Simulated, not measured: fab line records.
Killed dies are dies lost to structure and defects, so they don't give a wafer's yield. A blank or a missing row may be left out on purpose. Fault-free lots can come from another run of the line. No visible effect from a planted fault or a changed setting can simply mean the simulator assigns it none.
fab line records | flow berkeley_cmos170
record: lots: 5 wafers: 23
route steps=331 shown BACKSIDE@201 SDANNEAL@204 PSD@206 CONTACT@229 M1@242 V1@254 V2@299 M3@319
start_h: hours from the record's first day to the start of the lot's first wafer shown | wait_h: hours since the lot's step before | " as in the row above | L1.1+2: several wafers, shown together as one row | - no value, or no start was given | * or withheld: withheld | < > ~ a bound
route shown NAME@n: NAME is a module with steps in the file, n the number in the route of the first one | usual: the fault-free wafers' mean and standard deviation | same: alike in all rows | chamber/n: place in a boat | sites: each site's reading | _std_site: the values' standard deviation | _edge_site: inner sites' mean taken away from outer sites' mean | radius_mm: for every site, how far away it sits from the centre of the wafer | mask NAME#n: copy n | behind: tool/chamber where the wafer was last shaped | hold: why the lot was held/for how many hours/how that ended | device: the transistor (n, p or np) that didn't switch | end of line: the tests these same wafers got at the end of their route | where a step has no rows: the recipe by itself | killed: count of dies lost to structure and defects at first sort (not the wafer's yield) | map: a wafer's dies, x killed, . not, _ none there
set.NAME: the setting that was run; set.NAME@STEP: the one run at that earlier step | model.NAME: the simulator's own value behind a step, which no gauge read
lots with deliberately changed settings; one table per step, one row per wafer
== steps ==
step: UCB170_BACKSIDE_SOFTBAKE_02
recipe: resist: KrF temp_c: 130 time_s: 60
columns lot.wafer tool chamber start_h wait_h set.temp_c
L076.1+2+3+4+6 litho_track-04 0 147.29 0.1 130
L078.1+4 litho_track-04 0 164.78 0.1 127.5
L078.2+3+6 " 0 " " 130
L081.1+6 litho_track-04 0 166.27 0.1 128.4
L081.2+4+5 " 0 " " 130
L083.3+5+6 litho_track-02 0 179.02 0.1 130
L082.1+3+6 litho_track-04 0 179.28 0.1 130
L082.2+4 " 0 " " 127.8
step: UCB170_BACKSIDE_STRIP_03
recipe: chemistry: O2 power_w: 400 pressure_mtorr: 3500 platen_temp_c: withheld o2_flow_sccm: 400 overash_fraction: 0.5
step: UCB170_BACKSIDE_CLEAN_04
recipe: chemistry: SPM temp_c: 120 time_s: 600
step: UCB170_SDANNEAL_RTA_00
recipe: temp_c: 900 time_s: 10 ambient: N2
step: UCB170_SDANNEAL_RTA_01
recipe: temp_c: 1050 time_s: 5 ambient: N2
step: UCB170_SDANNEAL_RS_MEAS_02
recipe: thk_meas_gauge: four-point-probe
usual: PSD_RS: 75.63/0.25
columns lot.wafer tool chamber start_h wait_h set.dose_cm2@PSD_IMPLANT_08 PSD_RS[ohm/sq]
L076.1 film_metro-02 - 147.94 0.0 3.13e+15 73.18
L076.2 " - " " 3e+15 75.52
L076.3 " - " " 3e+15 75.29
L076.4 " - " " 3.13e+15 72.97
L076.6 " - " " 3.13e+15 72.88
L078.1 film_metro-03 - 166.62 0.0 3e+15 75.59
L078.2 " - " " 3e+15 75.68
L078.3 " - " " 3e+15 75.32
L078.4 " - " " 3.096e+15 73.64
L078.6 " - " " 3.096e+15 73.92
L081.1 film_metro-02 - 167.84 0.0 3e+15 76.22
L081.2 " - " " 3e+15 75.93
L081.4 " - " " 3e+15 75.85
L081.5 " - " " 3e+15 75.93
L081.6 " - " " 3e+15 75.66
L083.3 film_metro-03 - 179.64 0.1 3e+15 75.83
L083.5 " - " " 3e+15 75.98
L083.6 " - " " 3e+15 75.23
L082.1 film_metro-02 - 179.95 0.0 3e+15 75.62
L082.2 " - " " 3.137e+15 73.11
L082.3 " - " " 3.137e+15 72.89
L082.4 " - " " 3e+15 75.60
L082.6 " - " " 3.137e+15 73.15
step: UCB170_CONTACT_PEB_13
recipe: peb_temp_c: 130 peb_time_s: withheld resist: KrF
columns lot.wafer tool chamber start_h wait_h set.peb_temp_c
L076.1+2+6 litho_track-01 0 152.71 0.1 130
L076.3+4 " 0 " " 126.8
L078.1+3+4 litho_track-04 0 - - 127.4
L078.2+6 " 0 " " 130
L081.1+4 litho_track-04 0 174.54 1.0 133.6
L081.2+5+6 " 0 " " 130
L083.3+5+6 litho_track-02 0 184.05 0.1 130
L082.1+2+4 litho_track-01 0 186.99 0.4 130
L082.3+6 " 0 " " 128.8
step: UCB170_CONTACT_DEVELOP_14
recipe: developer: TMAH develop_time_s: 45 resist: KrF dev_temp_c: 21
step: UCB170_CONTACT_CD_MEAS_15
recipe: target_cd_nm: 700
usual: cd_nm: 700.1/1.2
columns lot.wafer tool chamber start_h wait_h set.peb_temp_c@CONTACT_PEB_13 cd_nm
L076.1 cd_sem-02 - 152.99 - 130 697.5
L076.2 " - " " 130 697.6
L076.3 " - " " 126.8 673.4
L076.4 " - " " 126.8 674.5
L076.6 " - " " 130 699.0
L078.1 cd_sem-02 - 174.54 - 127.4 680.9
L078.2 " - " " 130 699.9
L078.3 " - " " 127.4 681.2
L078.4 " - " " 127.4 681.6
L078.6 " - " " 130 700.0
L081.1 cd_sem-01 - 174.81 - 133.6 722.0
L081.2 " - " " 130 700.5
L081.4 " - " " 133.6 721.5
L081.5 " - " " 130 701.9
L081.6 " - " " 130 702.0
L083.3 cd_sem-02 - 184.32 - 130 699.8
L083.5 " - " " 130 699.2
L083.6 " - " " 130 698.6
L082.1 cd_sem-01 - 187.27 - 130 698.5
L082.2 " - " " 130 698.0
L082.3 " - " " 128.8 690.8
L082.4 " - " " 130 699.0
L082.6 " - " " 128.8 690.2
step: UCB170_CONTACT_ETCH_17
recipe: chemistry: N2/H2 target_depth_a: withheld overetch_a: withheld target: BARC time_s: withheld source_w: 500 bias_w: 100 pressure_mtorr: 30 n2_flow_sccm: 100 h2_flow_sccm: 200
columns lot.wafer tool chamber start_h wait_h set.peb_temp_c@CONTACT_PEB_13 model.CONTACT.cd_nm
L076.1 rie_diel-02 3 153.15 0.0 130 695.8
L076.2 " 1 " " 130 697.4
L076.3 " 0 " " 126.8 674.5
L076.4 " 2 " " 126.8 674.9
L076.6 " 0 " " 130 700.2
L078.1 rie_diel-03 2 174.70 0.0 127.4 680.6
L078.2 " 3 " " 130 700.1
L078.3 " 0 " " 127.4 682
L078.4 " 1 " " 127.4 680.7
L078.6 " 3 " " 130 700.5
L081.1 rie_diel-01 1 174.97 0.0 133.6 720.8
L081.2 " 3 " " 130 701.4
L081.4 " 3 " " 133.6 722.2
L081.5 " 1 " " 130 700.5
L081.6 " 2 " " 130 701.9
L083.3 rie_diel-03 2 184.43 0.0 130 699
L083.5+6 " 1,3 " " 130 698.7
L082.1 rie_diel-03 2 187.43 0.0 130 697.5
L082.2 " 1 " " 130 696.4
L082.3 " 3 " " 128.8 690.9
L082.4 " 0 " " 130 699.2
L082.6 " 0 " " 128.8 690.1
step: UCB170_CONTACT_ETCH_18
recipe: chemistry: CHF3/CF4/Ar target: PSG stop_on: TiSi2 CHF3_flow_sccm: 45 cf4_flow_sccm: 15 Ar_flow_sccm: 150 pressure_mtorr: 200 rf_w: 700 target_depth_a: 8400 over_etch_frac: 0.2 time_s: 195
columns lot.wafer tool chamber start_h wait_h set.peb_temp_c@CONTACT_PEB_13 model.CONTACT.cd_nm
L076.1 rie_diel-02 3 - - 130 696.3
L076.2 " 1 " " 130 697.3
L076.3 " 0 " " 126.8 675
L076.4 " 2 " " 126.8 674.3
L076.6 " 0 " " 130 701
L078.1 rie_diel-03 2 - - 127.4 681.4
L078.2 " 3 " " 130 701.2
L078.3 " 0 " " 127.4 682.5
L078.4 " 1 " " 127.4 680.7
L078.6 " 3 " " 130 700.9
L081.1 rie_diel-01 1 - - 133.6 721.1
L081.2+5 " 3,1 " " 130 700.8
L081.4 " 3 " " 133.6 722
L081.6 " 2 " " 130 702
L083.3 rie_diel-03 2 - - 130 698.9
L083.5 " 1 " " 130 698.8
L083.6 " 3 " " 130 699.2
L082.1 rie_diel-03 2 - - 130 697.5
L082.2 " 1 " " 130 696.4
L082.3 " 3 " " 128.8 691.6
L082.4 " 0 " " 130 700.2
L082.6 " 0 " " 128.8 690.7
step: UCB170_CONTACT_STRIP_19
recipe: chemistry: O2 power_w: 400 pressure_mtorr: 3500 platen_temp_c: withheld o2_flow_sccm: 400 overash_fraction: 0.5
step: UCB170_CONTACT_CD_MEAS_90
recipe: target_cd_nm: 700
usual: cd_nm: 700.3/1.4
columns lot.wafer tool chamber start_h wait_h set.peb_temp_c@CONTACT_PEB_13 cd_nm
L076.1 cd_sem-02 - 153.42 0.1 130 696.3
L076.2 " - " " 130 697.1
L076.3 " - " " 126.8 675.0
L076.4 " - " " 126.8 674.4
L076.6 " - " " 130 701.4
L078.1 cd_sem-01 - 175.05 0.2 127.4 681.6
L078.2 " - " " 130 701.2
L078.3 " - " " 127.4 682.2
L078.4 " - " " 127.4 680.5
L078.6 " - " " 130 700.8
L081.1 cd_sem-02 - 175.31 0.1 133.6 721.5
L081.2 " - " " 130 700.5
L081.4 " - " " 133.6 721.9
L081.5 " - " " 130 700.9
L081.6 " - " " 130 702.0
L083.3 cd_sem-02 - 184.74 0.1 130 699.0
L083.5 " - " " 130 698.6
L083.6 " - " " 130 699.3
L082.1 cd_sem-01 - 187.69 0.1 130 697.4
L082.2 " - " " 130 696.5
L082.3 " - " " 128.8 691.5
L082.4 " - " " 130 700.6
L082.6 " - " " 128.8 690.8
step: UCB170_M1_COAT_04
recipe: resist: KrF spin_rpm: 1500 resist_thk_nm: 900
columns lot.wafer tool chamber start_h wait_h set.spin_rpm model.KrF_of_M1_COAT_04.thk_nm
L076.1 litho_track-03 0 - - 1427 921.8
L076.2 " 0 " " 1427 919.6
L076.3 " 0 " " 1427 921.7
L076.4 " 0 " " 1500 900.2
L076.6 " 0 " " 1500 899.5
L078.1 litho_track-01 0 - - 1500 901.4
L078.2 " 0 " " 1500 902
L078.3 " 0 " " 1500 904.8
L078.4 " 0 " " 1500 903.1
L078.6 " 0 " " 1500 903.6
L081.1 litho_track-01 0 - - 1395 936.7
L081.2 " 0 " " 1395 940.7
L081.4 " 0 " " 1500 903.8
L081.5 " 0 " " 1500 905.6
L081.6 " 0 " " 1500 902.8
L083.3 litho_track-02 0 - - 1500 901.5
L083.5 " 0 " " 1500 899.5
L083.6 " 0 " " 1500 901.3
L082.1 litho_track-01 0 - - 1590 877.3
L082.2 " 0 " " 1590 877.2
L082.3 " 0 " " 1590 877.6
L082.4 " 0 " " 1500 903.9
L082.6 " 0 " " 1500 904.2
step: UCB170_V1_CVD_00
recipe: material: SiO2 target_thk_nm: 2000 temp_c: 390 precursor: TEOS/O2 time_s: 250 rf_w: 550 pressure_mtorr: 9000
columns lot.wafer tool chamber start_h wait_h set.rf_w model.SiO2_of_V1_CVD_00.thk_nm
L076.1 pecvd-02 0 159.51 0.0 550 2019
L076.2 " 1 " " 550 1971
L076.3 " 2 " " 519.8 1958
L076.4 " 1 " " 550 2012
L076.6 " 0 " " 519.8 1990
L078.1 pecvd-02 1 182.62 0.0 550 2014
L078.2 " 2 " " 550 2003
L078.3 " 0 " " 610.1 2079
L078.4 " 1 " " 610.1 2094
L078.6 " 0 " " 610.1 2120
L081.1 pecvd-03 2 182.62 0.0 530 1962
L081.2 " 0 " " 530 1968
L081.4 " 1 " " 550 2002
L081.5 " 2 " " 530 2007
L081.6 " 0 " " 550 2036
L083.3 pecvd-01 1 191.06 0.0 550 1973
L083.5 " 1 " " 550 2003
L083.6 " 2 " " 550 1986
L082.1 pecvd-03 2 193.64 0.0 612.6 2037
L082.2 " 1 " " 550 1965
L082.3 " 0 " " 550 1938
L082.4 " 2 " " 612.6 2069
L082.6 " 0 " " 612.6 2045
step: UCB170_V1_THK_MEAS_01
recipe: reads: SiO2_of_V1_CVD_00
usual: V1_TEOS_THK: 1999/28
columns lot.wafer tool chamber start_h wait_h set.rf_w@V1_CVD_00 V1_TEOS_THK[nm]
L076.1 film_metro-01 - 159.66 0.1 550 2019
L076.2 " - " " 550 1970
L076.3 " - " " 519.8 1958
L076.4 " - " " 550 2011
L076.6 " - " " 519.8 1990
L078.1 film_metro-01 - 182.78 0.1 550 2014
L078.2 " - " " 550 2002
L078.3 " - " " 610.1 2080
L078.4 " - " " 610.1 2094
L078.6 " - " " 610.1 2121
L081.1 film_metro-03 - 182.84 0.1 530 1963
L081.2 " - " " 530 1969
L081.4 " - " " 550 2002
L081.5 " - " " 530 2006
L081.6 " - " " 550 2037
L083.3 film_metro-04 - 191.23 0.1 550 1974
L083.5 " - " " 550 2003
L083.6 " - " " 550 1987
L082.1 film_metro-01 - 193.79 0.1 612.6 2036
L082.2 " - " " 550 1965
L082.3 " - " " 550 1939
L082.4 " - " " 612.6 2068
L082.6 " - " " 612.6 2044
step: UCB170_V2_COAT_07
recipe: resist: KrF spin_rpm: 1500 resist_thk_nm: 900
columns lot.wafer tool chamber start_h wait_h set.resist_thk_nm model.KrF_of_V2_COAT_07.thk_nm
L076.1 litho_track-04 0 168.67 0.1 885 890.5
L076.2 " 0 " " 900 902.6
L076.3 " 0 " " 885 886.8
L076.4 " 0 " " 900 903.6
L076.6 " 0 " " 900 901.5
L078.1 litho_track-01 0 192.00 0.1 900 900.9
L078.2 " 0 " " 944.7 943.7
L078.3 " 0 " " 944.7 945.6
L078.4 " 0 " " 900 899.4
L078.6 " 0 " " 900 900.2
L081.1 litho_track-01 0 193.37 0.1 900 898.7
L081.2 " 0 " " 900 897.6
L081.4 " 0 " " 859.9 857.9
L081.5 " 0 " " 900 900.8
L081.6 " 0 " " 859.9 858.4
L083.3 litho_track-04 0 200.72 0.1 900 898.7
L083.5 " 0 " " 900 898.6
L083.6 " 0 " " 900 898.5
L082.1 litho_track-01 0 201.89 0.1 866.4 868
L082.2 " 0 " " 900 902
L082.3 " 0 " " 866.4 867.8
L082.4 " 0 " " 866.4 868.1
L082.6 " 0 " " 900 900.7
step: UCB170_V2_ETCH_14
recipe: chemistry: CHF3/CF4/Ar target: SiO2 stop_on: Al CHF3_flow_sccm: 45 cf4_flow_sccm: 15 Ar_flow_sccm: 150 pressure_mtorr: 200 rf_w: 700 target_depth_a: 12500 over_etch_frac: 0.25 time_s: 291
columns lot.wafer tool chamber start_h wait_h set.over_etch_frac set.resist_thk_nm@V2_COAT_07 model.KrF_of_V2_COAT_07.thk_nm
L076.1 rie_diel-02 0 169.76 0.0 0.25 885 592.5
L076.2 " 3 " " 0.3166 900 610.8
L076.3 " 1 " " 0.3166 885 575.8
L076.4 " 2 " " 0.25 900 616.2
L076.6 " 1 " " 0.3166 900 586.3
L078.1 rie_diel-01 2 193.49 0.0 0.25 900 623.6
L078.2 " 1 " " 0.25 944.7 644.5
L078.3 " 3 " " 0.25 944.7 673.3
L078.4 " 2 " " 0.25 900 621.3
L078.6 " 1 " " 0.25 900 601.2
L081.1 rie_diel-03 0 194.59 0.0 0.25 900 609.1
L081.2 " 1 " " 0.25 900 605.1
L081.4 " 2 " " 0.25 859.9 568.9
L081.5 " 3 " " 0.209 900 622.1
L081.6 " 0 " " 0.209 859.9 577.8
L083.3 rie_diel-01 1 201.64 0.0 0.25 900 602.8
L083.5 " 3 " " 0.25 900 624
L083.6 " 0 " " 0.25 900 624.6
L082.1 rie_diel-03 0 203.04 0.0 0.25 866.4 581.1
L082.2 " 2 " " 0.25 900 617.8
L082.3 " 1 " " 0.2053 866.4 588.1
L082.4 " 3 " " 0.25 866.4 584.3
L082.6 " 0 " " 0.2053 900 623.1
step: UCB170_V2_STRIP_15
recipe: chemistry: O2 power_w: 400 pressure_mtorr: 3500 platen_temp_c: withheld o2_flow_sccm: 400 overash_fraction: 0.5
usual: strip_time_to_endpoint_s: 15.41/0.22
columns lot.wafer tool chamber start_h wait_h set.resist_thk_nm@V2_COAT_07 strip_time_to_endpoint_s
L076.1 plasma_asher-03 1 169.93 0.1 885 14.90
L076.2 " 0 " " 900 15.31
L076.3 " 1 " " 885 14.50
L076.4 " 0 " " 900 15.45
L076.6 " 1 " " 900 14.76
L078.1 plasma_asher-02 1 193.67 0.1 900 15.63
L078.2 " 0 " " 944.7 16.05
L078.3 " 1 " " 944.7 16.75
L078.4 " 0 " " 900 15.57
L078.6 " 0 " " 900 15.09
L081.1 plasma_asher-03 0 194.77 0.1 900 15.28
L081.2 " 1 " " 900 15.19
L081.4 " 0 " " 859.9 14.34
L081.5 " 1 " " 900 15.60
L081.6 " 0 " " 859.9 14.53
L083.3 plasma_asher-01 0 201.85 0.1 900 15.14
L083.5 " 1 " " 900 15.64
L083.6 " 0 " " 900 15.66
L082.1 plasma_asher-02 1 203.22 0.1 866.4 14.63
L082.2 " 0 " " 900 15.48
L082.3 " 1 " " 866.4 14.79
L082.4 " 0 " " 866.4 14.71
L082.6 " 0 " " 900 15.63
step: UCB170_M3_COAT_10
recipe: resist: KrF spin_rpm: 1500 resist_thk_nm: 900
columns lot.wafer tool chamber start_h wait_h set.resist_thk_nm model.KrF_of_M3_COAT_10.thk_nm
L076.1 litho_track-02 0 - - 927.1 926.8
L076.2 " 0 " " 927.1 924.3
L076.3 " 0 " " 927.1 926.5
L076.4 " 0 " " 900 898.2
L076.6 " 0 " " 900 900.2
L078.1 litho_track-01 0 - - 936.9 935.1
L078.2 " 0 " " 936.9 935.8
L078.3 " 0 " " 936.9 936.1
L078.4 " 0 " " 900 899.7
L078.6 " 0 " " 900 901.4
L081.1 litho_track-03 0 - - 900 901.2
L081.2 " 0 " " 930 932
L081.4 " 0 " " 900 898.8
L081.5 " 0 " " 930 930.7
L081.6 " 0 " " 900 900.8
L083.3 litho_track-03 0 - - 900 900
L083.5 " 0 " " 900 897.7
L083.6 " 0 " " 900 897
L082.1 litho_track-02 0 - - 900 898.8
L082.2 " 0 " " 900 901.5
L082.3 " 0 " " 900 903
L082.4 " 0 " " 900 901.2
L082.6 " 0 " " 900 901.9
== key ==
split: step: UCB170_BACKSIDE_SOFTBAKE_02 setting: temp_c stated: 130 by: wafer
response none clear
split: step: UCB170_CONTACT_PEB_13 setting: peb_temp_c stated: 130 by: wafer
response: step: UCB170_CONTACT_CD_MEAS_15 reading: cd_nm change: +8.63 per: 1% r: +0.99
response: step: UCB170_CONTACT_ETCH_17 reading: model.CONTACT.cd_nm change: +8.5 per: 1% r: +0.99
response: step: UCB170_CONTACT_ETCH_18 reading: model.CONTACT.cd_nm change: +8.61 per: 1% r: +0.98
response: step: UCB170_CONTACT_CD_MEAS_90 reading: cd_nm change: +8.64 per: 1% r: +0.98
split: step: UCB170_M1_COAT_04 setting: spin_rpm stated: 1500 by: wafer
response: step: UCB170_M1_COAT_04 reading: model.KrF_of_M1_COAT_04.thk_nm change: -4.64 per: 1% r: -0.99
split: step: UCB170_V1_CVD_00 setting: rf_w stated: 550 by: wafer
response: step: UCB170_V1_CVD_00 reading: model.SiO2_of_V1_CVD_00.thk_nm change: +8.17 per: 1% r: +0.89
response: step: UCB170_V1_THK_MEAS_01 reading: V1_TEOS_THK change: +8.18 per: 1% r: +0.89
split: step: UCB170_V2_COAT_07 setting: resist_thk_nm stated: 900 by: wafer
response: step: UCB170_V2_COAT_07 reading: model.KrF_of_V2_COAT_07.thk_nm change: +9 per: 1% r: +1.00
response: step: UCB170_V2_ETCH_14 reading: model.KrF_of_V2_COAT_07.thk_nm change: +9.09 per: 1% r: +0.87
response: step: UCB170_V2_STRIP_15 reading: strip_time_to_endpoint_s change: * per: 1% r: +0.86
split: step: UCB170_V2_ETCH_14 setting: over_etch_frac stated: 0.25 by: wafer
response none clear
split: step: UCB170_M3_COAT_10 setting: resist_thk_nm stated: 900 by: wafer
response: step: UCB170_M3_COAT_10 reading: model.KrF_of_M3_COAT_10.thk_nm change: +8.87 per: 1% r: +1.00
split outside_this_file step=UCB170_PSD_IMPLANT_08 setting=dose_cm2
split outside_this_file: this setting was split too, and the file shows its column; the key of that split is in another file
